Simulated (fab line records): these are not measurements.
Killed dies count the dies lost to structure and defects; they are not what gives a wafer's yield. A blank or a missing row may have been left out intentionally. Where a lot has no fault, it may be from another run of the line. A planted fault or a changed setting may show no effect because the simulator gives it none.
A struck lot beside a sound one | flow rit cmos | 15 steps out of a route of 202
Sound: these wafers, L425.3, L425.5, L425.6. Struck: wafer L431.3 (L431.2, L431.6, from the same lot, were not struck and are left out); the cause is given at the end.
Each step with rows lists, per side, the tool, then ch with its chambers, then its first start. Under that, the readings that differ: sound wafers | struck wafers | difference of the means | sigmas: that difference in standard deviations of wafers without a fault.
alike: same words and numbers on both sides, and readings whose means sit less than 2 such deviations apart. not compared: any withheld reading, any reading some wafer has no value for, any bound like >300 that may hide the same value, and any number with overlapping values for which the record gives no deviation.
The two part at a step that has a row with sigmas, a row that says differs or no value, or rows on one side only. Numbers that have no deviation but don't overlap get no sigmas and don't part them. Lack of a reading on every wafer of one side parts them only where that side has two or more wafers.

RIT_GATE_THK_MEAS_07:
  sound: film metro-04 at day 2 16:26; struck: film metro-02 at day 3 17:29
  reading             | sound          | struck | difference | sigmas
  GATE_OXIDE_THK (nm) | 3.15 3.08 3.03 | 2.97   | -0.12      | -2
then, 1 step without rows for these wafers: RIT_GATE_CVD_08 (deposits poly-Si from SiH4, target thk 250 nm, time 2220 s).
RIT_GATE_THK_MEAS_09:
  sound: film metro-03 at day 2 18:34; struck: film metro-03 at day 3 19:10
  alike: GATE_POLY_THK
then, 6 steps without rows for these wafers: RIT_GATE_HMDS_10 (prime time 60 s); RIT_GATE_COAT_11 (resist thk 850 nm); RIT_GATE_SOFTBAKE_12 (time 60 s); RIT_GATE_EXPOSE_13 (exposes mask M6, target cd 150 nm); RIT_GATE_PEB_14; RIT_GATE_DEVELOP_15 (develop time 50 s).
RIT_GATE_CD_MEAS_16: the cd target is 150 nm.
  sound: cd sem-01 at day 2 19:37; struck: cd sem-01 at day 3 20:20
  alike: cd nm
RIT_GATE_OVL_MEAS_17:
  sound: overlay-01 at day 2 19:43; struck: overlay-02 at day 3 20:26
  reading       | sound        | struck | difference | sigmas
  GATE_OVL (nm) | 1.0 -0.6 0.4 | 3.2    | +2.9       | +2
then, 1 step without rows for these wafers: RIT_GATE_HARDBAKE_18 (time 60 s).
RIT_GATE_ETCH_19: etches poly-Si in SF6/CHF3/O2, stops on SiO2, time 165 s, target depth 312.5 nm.
  sound on rie si-01 ch 0,1,2, day 2 19:53; struck on rie si-01 ch 3, day 3 20:37
  reading               | sound             | struck  | difference | sigmas
  oes product au (a.u.) | 0.857 0.837 0.853 | 0.895   | +0.046     | +5
  over etch frac        | 0.25 0.25 0.25    | 0.18065 | -0.06935   |
  alike: CHF3_flow_sccm, drypump motor current A, rf fwd power W, throttle valve pct
  not compared: rf hours counter h
RIT_GATE_STRIP_20: strips in O2, time 180 s.
  sound on plasma asher-04 ch 0,1, day 2 20:04; struck on plasma asher-02 ch 1, day 3 20:43
  alike: drypump motor current A
  not compared: rf hours counter h
RIT_M1_PROBE_99:
  sound: prober-01 at day 3 17:16; struck: prober-02 at day 4 20:17
  reading                                          | sound                | struck | difference | sigmas
  killed at contacts                               | 1 0 1                | 0      | -1         | -3
  killed at front end                              | 14 8 10              | 4      | -7         | -2
  killed dies                                      | 15 8 11              | 4      | -7         | -3
  model.etest.poly comb over steps.leak log10 a um | -12.85 -12.79 -12.94 | -11.63 | +1.23      |
  alike: killed open, killed short

## WHERE THEY PART
First at RIT_GATE_THK_MEAS_07; last, within this record, at RIT_M1_PROBE_99.

WHY: what the simulator had put in
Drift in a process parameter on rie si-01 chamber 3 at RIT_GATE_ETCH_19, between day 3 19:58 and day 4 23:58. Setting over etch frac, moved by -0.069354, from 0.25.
